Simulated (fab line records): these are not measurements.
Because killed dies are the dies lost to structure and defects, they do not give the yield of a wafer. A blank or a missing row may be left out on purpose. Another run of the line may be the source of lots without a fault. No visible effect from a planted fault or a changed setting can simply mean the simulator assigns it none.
fab line records | flow rit_cmos
record lots=6 | wafers=18 | last_day=7
route steps=202 shown NWELL@35 PWELL@39 WELLDRIVE@50 NRETRO@53 M1@202
lots that met no fault: from a run of the same line without faults
start_h: the number of hours between the record's first day and the start of the first shown wafer of the lot | wait_h: hours elapsed since this lot's preceding step | " identical to the entry in the row above | L1.1+2: one row covering several wafers at once | - no value, or no start given | * or withheld: withheld | < > ~ a bound
route shown NAME@n: a module of which the file shows steps, and the number in the route of the first | usual: mean/standard deviation taken from wafers without a fault | same: alike in all rows | chamber/n: place in a boat | sites: readings site by site | _std_site: standard deviation across them | _edge_site: outer sites' mean less inner sites' | radius_mm: how far each site lies from the wafer's centre | mask NAME#n: copy n | behind: the tool/chamber that last shaped the wafer | hold: why the lot was held/for how many hours/how that ended | device: names the non-switching transistor (n, p or np) | end of line: tests run on the same wafers once the route is complete | a step without rows: its recipe alone | killed: dies that structure and defects cost at the first sort, which is not the same as the wafer's yield | map: the dies of a wafer, with x for killed, . for not killed, _ for no die there
set.NAME: the setting that was run; set.NAME@STEP: the one run at that earlier step | model.NAME: the simulator's own value behind a step, which no gauge read
a table for each step, a row for each wafer; lots at some steps of the route
services: when a tool's chamber went out of use (start_h, in hours from the record's first day, below 0 if earlier), for how many hours, and the reason
## steps
# step RIT_NWELL_HARDBAKE_07
# recipe resist=NOVOLAK | temp_c=140 | time_s=120
# step RIT_NWELL_IMPLANT_08
# recipe species=P | energy_kev=170 | dose_cm2=5e+13 | tilt_deg=7
# step RIT_NWELL_STRIP_09
# recipe chemistry=O2 | time_s=180 | resist=NOVOLAK | platen_temp_c=withheld | power_w=500 | pressure_mtorr=4000 | o2_flow_sccm=4000
# usual chamber_pressure_mTorr=4000/3.6 | drypump_motor_current_A=5.3/0.63
lot.wafer | tool            | chamber | start_h | wait_h | chamber_pressure_mTorr | drypump_motor_current_A | rf_hours_counter_h
L388.1    | plasma_asher-04 | 1       | 27.57   | 0.2    | 4002                   | 5.2                     | 44
L388.2    | "               | 0       | "       | "      | 4002                   | 4.8                     | 44
L388.3    | "               | 0       | "       | "      | 3999                   | 4.8                     | -
L398.3    | plasma_asher-01 | 1       | 79.59   | 0.1    | 4003                   | 4.7                     | -
L398.5    | "               | 1       | "       | "      | 4004                   | 4.7                     | -
L398.6    | "               | 0       | "       | "      | 4000                   | 5.3                     | -
L399.1    | plasma_asher-02 | 1       | 83.99   | 0.1    | 4004                   | 5.0                     | 25
L399.2    | "               | 0       | "       | "      | 4000                   | 6.5                     | 25
L399.6    | "               | 0       | "       | "      | 4002                   | 6.5                     | -
L403.1    | plasma_asher-02 | 0       | 103.47  | 0.1    | 4001                   | 6.5                     | 27
L403.2    | "               | 1       | "       | "      | 3999                   | 4.9                     | 27
L403.4    | "               | 0       | "       | "      | 4004                   | 6.4                     | -
L407.1    | plasma_asher-01 | 0       | 121.52  | 0.1    | 4000                   | 5.3                     | 0
L407.3    | "               | 0       | "       | "      | 4001                   | 5.3                     | -
L407.6    | "               | 1       | "       | "      | 4001                   | 4.7                     | -
L410.1    | plasma_asher-02 | 1       | 137.03  | 0.1    | 3994                   | 4.9                     | 31
L410.3    | "               | 0       | "       | "      | 3999                   | 6.5                     | -
L410.4    | "               | 1       | "       | "      | 4000                   | 4.9                     | -
# step RIT_NWELL_TW_MEAS_10
# usual NWELL_TW=2122/16
lot.wafer | tool          | chamber | start_h | wait_h | NWELL_TW
L388.1    | film_metro-02 | -       | 27.75   | 0.1    | 2112
L388.2    | "             | -       | "       | "      | 2122
L388.3    | "             | -       | "       | "      | 2123
L398.3    | film_metro-04 | -       | 79.73   | 0.1    | 2123
L398.5    | "             | -       | "       | "      | 2114
L398.6    | "             | -       | "       | "      | 2115
L399.1    | film_metro-01 | -       | 84.17   | 0.1    | 2130
L399.2    | "             | -       | "       | "      | 2139
L399.6    | "             | -       | "       | "      | 2135
L403.1    | film_metro-01 | -       | 103.65  | 0.1    | 2141
L403.2    | "             | -       | "       | "      | 2134
L403.4    | "             | -       | "       | "      | 2140
L407.1    | film_metro-02 | -       | 121.69  | 0.1    | 2128
L407.3    | "             | -       | "       | "      | 2145
L407.6    | "             | -       | "       | "      | 2133
L410.1    | film_metro-02 | -       | 137.20  | 0.1    | 2140
L410.3    | "             | -       | "       | "      | 2136
L410.4    | "             | -       | "       | "      | 2136
# step RIT_PWELL_HMDS_00
# recipe prime_time_s=60 | prime_temp_c=140
# step RIT_PWELL_COAT_01
# recipe resist=NOVOLAK | spin_rpm=2000 | resist_thk_nm=1300
# step RIT_PWELL_SOFTBAKE_02
# recipe resist=NOVOLAK | temp_c=90 | time_s=60
# step RIT_PWELL_EXPOSE_03
# recipe mask_id=M3 | na=0.57 | target_cd_nm=43700 | dose_mj=250
# step RIT_PWELL_PEB_04
# recipe resist=NOVOLAK | temp_c=withheld | time_s=withheld
# step RIT_PWELL_DEVELOP_05
# recipe resist=NOVOLAK | develop_time_s=68 | dev_temp_c=23
# step RIT_PWELL_OVL_MEAS_06
# usual PWELL_OVL=1.3/1.3
lot.wafer | tool       | chamber | start_h | wait_h | PWELL_OVL[nm]
L388.1    | overlay-01 | -       | 28.81   | -      | 3.9
L388.2    | "          | -       | "       | "      | 1.8
L388.3    | "          | -       | "       | "      | 2.3
L398.3    | overlay-01 | -       | 80.71   | -      | 0.6
L398.5    | "          | -       | "       | "      | 3.1
L398.6    | "          | -       | "       | "      | 0.1
L399.1    | overlay-01 | -       | 85.25   | -      | 0.5
L399.2    | "          | -       | "       | "      | -1.2
L399.6    | "          | -       | "       | "      | -1.6
L403.1    | overlay-01 | -       | 104.59  | -      | 0.9
L403.2    | "          | -       | "       | "      | -0.6
L403.4    | "          | -       | "       | "      | 1.0
L407.1    | overlay-01 | -       | 122.92  | -      | -0.3
L407.3    | "          | -       | "       | "      | -0.6
L407.6    | "          | -       | "       | "      | 0.1
L410.1    | overlay-01 | -       | 138.14  | -      | 0.6
L410.3    | "          | -       | "       | "      | 0.5
L410.4    | "          | -       | "       | "      | 0.6
# step RIT_PWELL_HARDBAKE_07
# recipe resist=NOVOLAK | temp_c=140 | time_s=120
# step RIT_PWELL_IMPLANT_08
# recipe species=B | energy_kev=170 | dose_cm2=7e+13 | tilt_deg=7
# usual beam_energy_keV=169.99/0.047
lot.wafer | tool         | chamber | start_h | wait_h | beam_energy_keV | model.implant.rp_nm | model.implant.drp_nm
L388.1    | implanter-01 | 0       | 29.10   | 0.2    | 169.93          | 481.3               | 102.9
L388.2    | "            | 0       | "       | "      | 170.01          | 481.3               | 102.9
L388.3    | "            | 0       | "       | "      | 169.97          | 481.3               | 102.9
L398.3    | implanter-03 | 0       | 81.04   | 0.2    | 138.62          | 402.8               | 95.12
L398.5    | "            | 0       | "       | "      | 138.56          | 402.8               | 95.12
L398.6    | "            | 0       | "       | "      | 138.79          | 402.8               | 95.12
L399.1    | implanter-03 | 0       | 85.64   | 0.2    | 138.61          | 405.5               | 95.12
L399.2    | "            | 0       | "       | "      | 138.62          | 405.5               | 95.12
L399.6    | "            | 0       | "       | "      | 138.71          | 405.5               | 95.12
L403.1    | implanter-04 | 0       | 104.87  | 0.2    | 170.04          | 493.1               | 102.9
L403.2    | "            | 0       | "       | "      | 170.02          | 493.1               | 102.9
L403.4    | "            | 0       | "       | "      | 170.05          | 493.1               | 102.9
L407.1    | implanter-04 | 0       | 123.37  | 0.2    | 170.02          | 501.6               | 102.9
L407.3    | "            | 0       | "       | "      | 170.00          | 501.6               | 102.9
L407.6    | "            | 0       | "       | "      | 169.97          | 501.6               | 102.9
L410.1    | implanter-03 | 0       | 138.43  | 0.2    | 170.05          | 494                 | 102.9
L410.3    | "            | 0       | "       | "      | 170.01          | 494                 | 102.9
L410.4    | "            | 0       | "       | "      | 169.97          | 494                 | 102.9
# step RIT_PWELL_STRIP_09
# recipe chemistry=O2 | time_s=180 | resist=NOVOLAK | platen_temp_c=withheld | power_w=500 | pressure_mtorr=4000 | o2_flow_sccm=4000
# usual chamber_pressure_mTorr=4000/3.9 | drypump_motor_current_A=5.4/0.53
lot.wafer | tool            | chamber | start_h | wait_h | chamber_pressure_mTorr | drypump_motor_current_A | rf_hours_counter_h
L388.1    | plasma_asher-04 | 0       | 29.25   | 0.1    | 4004                   | 4.8                     | 44
L388.2    | "               | 1       | "       | "      | 4003                   | 5.1                     | 44
L388.3    | "               | 1       | "       | "      | 4000                   | 5.2                     | -
L398.3    | plasma_asher-04 | 0       | 81.19   | 0.1    | 4005                   | 4.8                     | -
L398.5    | "               | 1       | "       | "      | 4001                   | 5.1                     | -
L398.6    | "               | 0       | "       | "      | 3997                   | 4.8                     | -
L399.1    | plasma_asher-04 | 1       | 85.79   | 0.1    | 3999                   | 5.2                     | 51
L399.2    | "               | 0       | "       | "      | 3995                   | 4.8                     | 51
L399.6    | "               | 1       | "       | "      | 4003                   | 5.2                     | -
L403.1    | plasma_asher-02 | 1       | 105.02  | 0.1    | 4001                   | 4.9                     | 27
L403.2    | "               | 0       | "       | "      | 4000                   | 6.5                     | 27
L403.4    | "               | 0       | "       | "      | 4000                   | 6.5                     | -
L407.1    | plasma_asher-03 | 0       | 123.52  | 0.1    | 3997                   | 5.8                     | 53
L407.3    | "               | 0       | "       | "      | 4006                   | 5.8                     | -
L407.6    | "               | 0       | "       | "      | 3997                   | 5.8                     | -
L410.1    | plasma_asher-03 | 1       | 138.58  | 0.1    | 3996                   | 5.4                     | 55
L410.3    | "               | 1       | "       | "      | 4005                   | 5.5                     | -
L410.4    | "               | 0       | "       | "      | 4003                   | 5.8                     | -
# step RIT_PWELL_TW_MEAS_10
# usual PWELL_TW=944/5.5
lot.wafer | tool          | chamber | start_h | wait_h | PWELL_TW
L388.1    | film_metro-04 | -       | 29.42   | 0.1    | 940
L388.2    | "             | -       | "       | "      | 939
L388.3    | "             | -       | "       | "      | 937
L398.3    | film_metro-02 | -       | 81.33   | 0.1    | 927
L398.5    | "             | -       | "       | "      | 928
L398.6    | "             | -       | "       | "      | 932
L399.1    | film_metro-04 | -       | 85.96   | 0.1    | 929
L399.2    | "             | -       | "       | "      | 929
L399.6    | "             | -       | "       | "      | 927
L403.1    | film_metro-01 | -       | 105.20  | 0.1    | 948
L403.2    | "             | -       | "       | "      | 947
L403.4    | "             | -       | "       | "      | 947
L407.1    | film_metro-01 | -       | 123.69  | 0.1    | 951
L407.3    | "             | -       | "       | "      | 943
L407.6    | "             | -       | "       | "      | 949
L410.1    | film_metro-02 | -       | 138.75  | 0.1    | 951
L410.3    | "             | -       | "       | "      | 950
L410.4    | "             | -       | "       | "      | 947
# step RIT_WELLDRIVE_ANNEAL_00
# recipe temp_c=1100 | time_s=14700 | ambient=N2
# step RIT_WELLDRIVE_RS_MEAS_01
# recipe thk_meas_gauge=four-point-probe
# usual NWELL_RS=276.0/0.84
lot.wafer | tool          | chamber | start_h | wait_h | NWELL_RS[ohm/sq]
L388.1    | film_metro-02 | -       | 34.89   | 0.0    | 277.7
L388.2    | "             | -       | "       | "      | 277.9
L388.3    | "             | -       | "       | "      | 276.9
L398.3    | film_metro-04 | -       | 87.72   | 0.0    | 275.9
L398.5    | "             | -       | "       | "      | 276.1
L398.6    | "             | -       | "       | "      | 275.1
L399.1    | film_metro-04 | -       | 92.01   | 0.0    | 275.7
L399.2    | "             | -       | "       | "      | 274.5
L399.6    | "             | -       | "       | "      | 275.5
L403.1    | film_metro-01 | -       | 111.13  | 0.0    | 275.2
L403.2    | "             | -       | "       | "      | 275.5
L403.4    | "             | -       | "       | "      | 275.5
L407.1    | film_metro-01 | -       | 128.83  | 0.0    | 275.7
L407.3    | "             | -       | "       | "      | 275.8
L407.6    | "             | -       | "       | "      | 275.9
L410.1    | film_metro-04 | -       | 144.95  | 0.0    | 275.5
L410.3    | "             | -       | "       | "      | 275.7
L410.4    | "             | -       | "       | "      | 275.9
# step RIT_WELLDRIVE_RS_MEAS_02
# recipe thk_meas_gauge=four-point-probe
# usual PWELL_RS=429.7/1.5
lot.wafer | tool          | chamber | start_h | wait_h | PWELL_RS[ohm/sq]
L388.1    | film_metro-02 | -       | 35.01   | 0.1    | 429.8
L388.2    | "             | -       | "       | "      | 430.4
L388.3    | "             | -       | "       | "      | 431.8
L398.3    | film_metro-04 | -       | 87.84   | 0.1    | 438.7
L398.5    | "             | -       | "       | "      | 438.1
L398.6    | "             | -       | "       | "      | 438.9
L399.1    | film_metro-04 | -       | 92.13   | 0.1    | 436.5
L399.2    | "             | -       | "       | "      | 436.1
L399.6    | "             | -       | "       | "      | 436.5
L403.1    | film_metro-01 | -       | 111.25  | 0.1    | 429.8
L403.2    | "             | -       | "       | "      | 430.6
L403.4    | "             | -       | "       | "      | 429.9
L407.1    | film_metro-01 | -       | 128.95  | 0.1    | 429.5
L407.3    | "             | -       | "       | "      | 428.8
L407.6    | "             | -       | "       | "      | 428.4
L410.1    | film_metro-04 | -       | 145.07  | 0.1    | 429.5
L410.3    | "             | -       | "       | "      | 428.9
L410.4    | "             | -       | "       | "      | 428.5
# step RIT_NRETRO_HMDS_00
# recipe prime_time_s=60 | prime_temp_c=140
# step RIT_M1_PROBE_99
# usual killed_at_contacts=0.0/0.22 | killed_at_front_end=6.6/3 | killed_dies=6.6/3 | killed_on_rim=1.8/1.4 | killed_open=3.4/2 | killed_short=3.2/2
# same gross_dies=264 | killed_at_M0_to_M3=0 | killed_at_M4_up=0 | killed_at_back_side=0 | killed_at_other=0
lot.wafer | tool      | chamber | start_h | wait_h | killed_at_contacts | killed_at_front_end | killed_dies | killed_on_rim | killed_open | killed_short | model.etest.nmos_0p3.r_on_ohm_um | model.etest.pwell.rs_ohm_sq | model.etest.pwell_pinched.rs_ohm_sq | model.etest.nmos_0p3.drive_ua_um | model.etest.nmos_0p15.off_log10_a_um | model.etest.diode_nplus_pwell.bv_v | model.etest.nmos_0p3.bv_v | model.etest.nmos_0p15.bv_v
L388.1    | prober-02 | -       | 69.22   | 0.1    | 0                  | 7                   | 7           | 3             | 5           | 2            | 2211                             | 412.6                       | 466.4                               | 226.6                            | -9.802                               | 6.028                              | 5.524                     | 5.524
L388.2    | prober-02 | -       | 69.27   | 0.1    | 0                  | 7                   | 7           | 3             | 1           | 6            | 2184                             | 414.3                       | 468.2                               | 226                              | -9.747                               | 5.982                              | 5.517                     | 5.517
L388.3    | prober-02 | -       | 69.32   | 0.2    | 0                  | 8                   | 8           | 1             | 3           | 5            | 2129                             | 413.6                       | 464.4                               | 231.4                            | -10.01                               | 5.993                              | 5.487                     | 5.487
L398.3    | prober-02 | -       | 117.81  | 0.2    | 0                  | 5                   | 5           | 1             | 3           | 2            | 2290                             | 445.4                       | 482.6                               | 206.4                            | -10.84                               | 5.758                              | 5.428                     | 5.428
L398.5    | prober-02 | -       | 117.91  | 0.2    | 0                  | 8                   | 8           | 2             | 5           | 3            | 2252                             | 456.1                       | 485.1                               | 216.5                            | -10.6                                | 5.775                              | 5.4                       | 5.4
L398.6    | prober-02 | -       | 117.96  | 0.2    | 0                  | 14                  | 14          | 3             | 7           | 7            | 2208                             | 446                         | 477.8                               | 210.4                            | -10.64                               | 5.777                              | 5.424                     | 5.424
L399.1    | prober-01 | -       | 122.75  | 0.1    | 0                  | 4                   | 4           | 1             | 0           | 4            | 2261                             | 453.2                       | 479.1                               | 205.8                            | -10.76                               | 5.8                                | 5.452                     | 5.452
L399.2    | prober-01 | -       | 122.80  | 0.1    | 0                  | 6                   | 6           | 1             | 5           | 1            | 2268                             | 452.4                       | 479.7                               | 204.7                            | -10.99                               | 5.863                              | 5.49                      | 5.49
L399.6    | prober-01 | -       | 123.00  | 0.2    | 0                  | 9                   | 9           | 3             | 1           | 8            | 2297                             | 447.2                       | 477.5                               | 205.6                            | -11                                  | 5.808                              | 5.441                     | 5.441
L403.1    | prober-02 | -       | 142.02  | 0.1    | 0                  | 5                   | 5           | 2             | 2           | 3            | 2215                             | 418.4                       | 461.9                               | 223.8                            | -10.31                               | 5.925                              | 5.49                      | 5.49
L403.2    | prober-02 | -       | 142.07  | 0.1    | 0                  | 4                   | 4           | 3             | 3           | 1            | 2257                             | 422.6                       | 466.7                               | 219.4                            | -10.5                                | 5.951                              | 5.511                     | 5.511
L403.4    | prober-02 | -       | 142.17  | 0.2    | 0                  | 11                  | 11          | 3             | 5           | 6            | 2210                             | 421.7                       | 462.3                               | 223.2                            | -10.04                               | 5.936                              | 5.484                     | 5.484
L407.1    | prober-02 | -       | 158.64  | 0.1    | 0                  | 10                  | 10          | 3             | 6           | 4            | 2137                             | 411.5                       | 448                                 | 228.7                            | -10.58                               | 5.983                              | 5.507                     | 5.507
L407.3    | prober-02 | -       | 158.74  | 0.2    | 0                  | 6                   | 6           | 3             | 3           | 3            | 2117                             | 414.8                       | 454.4                               | 232.5                            | -10.34                               | 5.977                              | 5.501                     | 5.501
L407.6    | prober-02 | -       | 158.89  | 0.2    | 0                  | 8                   | 8           | 1             | 5           | 3            | 2148                             | 417.4                       | 461.4                               | 232.7                            | -10.28                               | 5.944                              | 5.47                      | 5.47
L410.1    | prober-01 | -       | 177.28  | 0.1    | 0                  | 7                   | 7           | 1             | 1           | 6            | 2172                             | 411.9                       | 447.6                               | 218.9                            | -10.19                               | 6.012                              | 5.557                     | 5.557
L410.3    | prober-01 | -       | 177.38  | 0.2    | 1                  | 10                  | 11          | 2             | 5           | 6            | 2164                             | 407.6                       | 452.1                               | 216.8                            | -10.32                               | 5.96                               | 5.529                     | 5.529
L410.4    | prober-01 | -       | 177.43  | 0.2    | 0                  | 6                   | 6           | 2             | 3           | 3            | 2186                             | 409.3                       | 448.1                               | 215.2                            | -10.39                               | 5.994                              | 5.55                      | 5.55
# killed by level:class
L388.1 FOX1:geometric_particle:open=1 FOX2:geometric_particle:open=1 GATE:geometric_particle:short=1 GATE:geometric_particle:open=1 REOX:geometric_particle:open=1 SPACER:geometric_particle:short=1 SILICIDE:geometric_particle:open=1
L388.2 FOX2:geometric_particle:short=3 GATE:geometric_particle:short=3 REOX:geometric_particle:open=1
L388.3 GATE:geometric_particle:short=3 GATE:geometric_particle:open=2 REOX:geometric_particle:open=1 REOX:geometric_particle:short=1 SPACER:geometric_particle:short=1
L398.3 GATE:geometric_particle:open=2 FOX1:geometric_particle:short=1 GATE:geometric_particle:short=1 SPACER:geometric_particle:open=1
L398.5 GATE:geometric_particle:open=2 SILICIDE:geometric_particle:open=2 ACTIVE:geometric_particle:short=1 REOX:geometric_particle:open=1 REOX:geometric_particle:short=1 SILICIDE:geometric_particle:short=1
L398.6 GATE:geometric_particle:short=4 SILICIDE:geometric_particle:open=3 REOX:geometric_particle:short=2 FOX1:geometric_particle:open=1 FOX2:geometric_particle:open=1 FOX2:geometric_particle:short=1 GATE:geometric_particle:open=1 SPACER:geometric_particle:open=1
L399.1 FOX2:geometric_particle:short=1 GATE:geometric_particle:short=1 REOX:geometric_particle:short=1 SILICIDE:geometric_particle:short=1
L399.2 GATE:geometric_particle:open=4 FOX1:geometric_particle:open=1 GATE:geometric_particle:short=1
L399.6 GATE:geometric_particle:short=6 FOX1:geometric_particle:short=1 SPACER:geometric_particle:short=1 SPACER:geometric_particle:open=1
L403.1 GATE:geometric_particle:short=1 GATE:geometric_particle:open=1 REOX:geometric_particle:short=1 SPACER:geometric_particle:open=1 SILICIDE:geometric_particle:short=1
L403.2 SPACER:geometric_particle:open=3 GATE:geometric_particle:short=1
L403.4 FOX2:geometric_particle:short=3 FOX1:geometric_particle:open=1 FOX2:geometric_particle:open=1 GATE:geometric_particle:open=1 GATE:geometric_particle:short=1 REOX:geometric_particle:short=1 REOX:geometric_particle:open=1 SILICIDE:geometric_particle:open=1
L407.1 GATE:geometric_particle:open=2 SILICIDE:geometric_particle:open=2 FOX1:geometric_particle:short=1 FOX2:geometric_particle:short=1 GATE:geometric_particle:short=1 REOX:geometric_particle:open=1 SPACER:geometric_particle:open=1 SILICIDE:geometric_particle:short=1
L407.3 FOX1:geometric_particle:short=2 FOX2:geometric_particle:short=1 GATE:geometric_particle:open=1 REOX:geometric_particle:open=1 SILICIDE:geometric_particle:open=1
L407.6 GATE:geometric_particle:open=2 FOX1:geometric_particle:open=1 FOX2:geometric_particle:short=1 GATE:geometric_particle:short=1 SPACER:geometric_particle:open=1 SILICIDE:geometric_particle:open=1 SILICIDE:geometric_particle:short=1
L410.1 FOX2:geometric_particle:short=3 FOX1:geometric_particle:short=1 FOX2:geometric_particle:open=1 GATE:geometric_particle:short=1 REOX:geometric_particle:short=1
L410.3 FOX1:geometric_particle:short=3 GATE:geometric_particle:open=2 SILICIDE:geometric_particle:open=2 FOX1:geometric_particle:open=1 SILICIDE:geometric_particle:short=1 GATE:geometric_particle:short=1 CONTACT:geometric_particle:short=1
L410.4 GATE:geometric_particle:open=2 FOX2:geometric_particle:short=1 GATE:geometric_particle:short=1 REOX:geometric_particle:short=1 REOX:geometric_particle:open=1
## services
tool            | chamber | start_h | hours | kind
implanter-01    | -       | 22.80   | 2.8   | repair
plasma_asher-03 | -       | 27.69   | 0.9   | repair
plasma_asher-01 | -       | 38.42   | 0.3   | repair
plasma_asher-01 | -       | 108.75  | 9.0   | pm
plasma_asher-01 | 0       | 108.75  | 9.0   | vent_cycle
plasma_asher-01 | 1       | 108.75  | 9.0   | vent_cycle
plasma_asher-01 | 0       | 117.75  | -     | clean
plasma_asher-01 | 1       | 117.75  | -     | clean
implanter-04    | -       | 135.25  | 3.4   | pm
## key
first_sign step=RIT_PWELL_IMPLANT_08 | reading=beam_energy_keV | direction=down | sigmas=99+ | usual=169.99 | struck=138.65
effect step=RIT_PWELL_TW_MEAS_10 | reading=PWELL_TW | direction=down | sigmas=2.9 | usual=944 | struck=929
effect step=RIT_WELLDRIVE_RS_MEAS_02 | reading=PWELL_RS | direction=up | sigmas=5.3 | usual=429.7 | struck=437.5
model_effect step=RIT_PWELL_IMPLANT_08 | value=implant.rp_nm | without=473.1 | struck=404.1
model_effect step=RIT_M1_PROBE_99 | value=etest.nmos_0p3.r_on_ohm_um | without=2200 | struck=2263
met_at RIT_PWELL_IMPLANT_08
struck_wafers L398.3,L398.5,L398.6,L399.1,L399.2,L399.6
tester_left_out L398,L399
fault kind=process_parameter_drift | tool=implanter-03 | chamber=- | onset_h=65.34 | steps=RIT_PWELL_IMPLANT_08 | channel=energy_kev | offset=-31.36 | shape=step | end_h=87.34 | acts_in=these_recipes_only | stated=170
# tester_left_out: of these lots the tester's yield and bins aren't shown, on N5 and GAA mostly nor the transistor test; their killed dies are dies lost to structure and defects alone, not to doping, threshold or leakage, so they don't give the yield
